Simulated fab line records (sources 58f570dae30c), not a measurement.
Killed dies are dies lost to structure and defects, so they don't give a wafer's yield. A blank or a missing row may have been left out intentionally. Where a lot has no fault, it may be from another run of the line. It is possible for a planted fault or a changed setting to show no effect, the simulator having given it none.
Problem report in the 8D (eight disciplines) form, filled by code -- flow berkeley_cmos170 -- the parts of the form that need people (team, actions taken, sign-off) are left out

1. PROBLEM STATEMENT
At UCB170_NWELL_IMPLANT_14, beam_energy_keV averages 151.86 over 9 wafers from 3 lots, while fault-free wafers read 149.99, standard deviation 0.048. That puts it +39 standard deviations away from the usual mean.
The first sign was on wafer L779.1 at day 4 00:02, on implanter-03. The record has a number at this step for 45 wafers belonging to 15 lots. By rule, "out" or "out of limits" means more than 4 standard deviations away from the usual mean. All remaining wafers that have a number are taken as sound.

2. WHAT THIS IS AND IS NOT
question,is,is not
which readings at this step,beam_energy_keV,faraday_current_uA
which lots,"L779, L781, L783","L772, L774, L775, L776, L777, L780, L787, L791, L792, L793, L794, L795"
which wafers of those lots,all that have a number,-
read on which tools,implanter-03,"implanter-01, implanter-02"
when,from day 4 00:02,"up to then (18 sound wafers); but 18 sound wafers of L787, L791, L792, L793, L794, L795 came after"

3. WHAT RULES OUT EACH SUSPECT
Counting: any tool at a process step up to the reading is kept as a suspect provided that every lot that is out went through it and no sound lot did after the first of them.
- implanter-03 at UCB170_NWELL_IMPLANT_14: ruled out as a lasting fault. The sound lots L793 went through it after L779, its earliest lot that is out (day 4 00:02).
Left after counting: nothing in the record.

4. THE CAUSE (what the simulator had put in)
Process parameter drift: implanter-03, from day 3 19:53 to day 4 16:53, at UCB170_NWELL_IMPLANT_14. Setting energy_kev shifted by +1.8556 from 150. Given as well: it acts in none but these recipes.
Counting ruled it out, wrongly.

5. THE CHAIN OF EFFECTS, in route order
Each row: a reading whose mean over the struck wafers that have a number lies more than 3 standard deviations from the usual. Scope: only readings with a usual standard deviation given in the record; hours: median across lots of the time from each lot's start at the first step in this table that gives one to its start at this step; sigmas: change in usual standard deviations.
hours,step,reading,usual,on struck wafers,change,sigmas
0,UCB170_NWELL_IMPLANT_14,beam_energy_keV,149.99,151.86,+1.87,+39
Here are the process steps it includes:
- UCB170_NWELL_IMPLANT_14

6. HOW IT WOULD HAVE BEEN CAUGHT EARLIER
The fault began at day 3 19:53; the first out-of-limits reading in this record came at day 4 00:02, 4 hours later.
